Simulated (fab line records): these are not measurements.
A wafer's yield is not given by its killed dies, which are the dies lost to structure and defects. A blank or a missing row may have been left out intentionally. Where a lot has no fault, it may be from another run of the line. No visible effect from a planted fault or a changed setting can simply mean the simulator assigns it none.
What tool caused it?	flow berkeley_cmos170	21 wafers from 7 lots sampled at 2 of the route's 331 steps

== WHAT EACH GAUGE READ, for each wafer ==
UCB170_SDANNEAL_RS_MEAS_04: measurement is done with a four-point probe.
lot	measured	on	PLDD_RS (ohm/sq)
L753	day 6 19:20	film_metro-02	1036 1036 1036
L755	day 7 04:55	film_metro-03	1029 1030 1029
L757	day 7 22:59	film_metro-03	1010 1011 1009 1008 1010 1009
L756	day 8 00:01	film_metro-03	1032 1029 1032
L768	day 9 17:53	film_metro-03	1035 1034 1034
L769	day 9 17:17	film_metro-03	1032 1035 1033
L774	day 10 22:32	film_metro-03	1030 1032 1028

== EACH LOT AND THE TOOL THAT RAN IT (in order: tool; ch and the chambers of the sampled wafers; start) ==
lot	UCB170_PLDD_IMPLANT_08
L753	implanter-01 ch 0, day 6 01:40
L755	implanter-01 ch 0, day 6 13:29
L757	implanter-01 ch 0, day 7 08:01
L756	implanter-04 ch 0, day 7 08:39
L768	implanter-03 ch 0, day 9 07:02
L769	implanter-03 ch 0, day 9 05:58
L774	implanter-04 ch 0, day 10 09:29
- UCB170_PLDD_IMPLANT_08

== THE ANSWER, worked out from the rows above alone ==
Rule: the usual values come from the lots themselves. The widest of any qualifying gaps counts: lots, ordered by their means at a reading, are off when they make up no more than a third of the lots, leave a main group of 4 or more, and stand apart from it by 3 or more times the standard deviation of that group's means. The tables above print the reading to a certain number of digits; a main group whose means all agree to those digits is not used. A lot without any number at a reading at which 4 lots or more have one is off too. Where the step has rows for the other lots, those lots are counted as sound.
Off: L757, seen at UCB170_SDANNEAL_RS_MEAS_04 (PLDD_RS). The main group has a mean of 1032 ohm/sq with a standard deviation of 2.4.
A tool fits if, at a process step before that reading, it ran every lot that is off, and no sound lot after the first of them. The gauges at UCB170_SDANNEAL_RS_MEAS_04 are tried like those tools. One candidate fits, namely implanter-01 at UCB170_PLDD_IMPLANT_08. A fault onset in the window from L755 (day 6 13:29, its last sound lot) to L757 (day 7 08:01, its first lot off) fits.

== WHAT HAD BEEN PUT IN BY THE SIMULATOR ==
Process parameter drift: implanter-01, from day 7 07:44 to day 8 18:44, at UCB170_PLDD_IMPLANT_08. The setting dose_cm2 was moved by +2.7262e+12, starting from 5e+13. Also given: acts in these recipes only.
Lots struck among those shown: L757. The rule above reached the same finding.
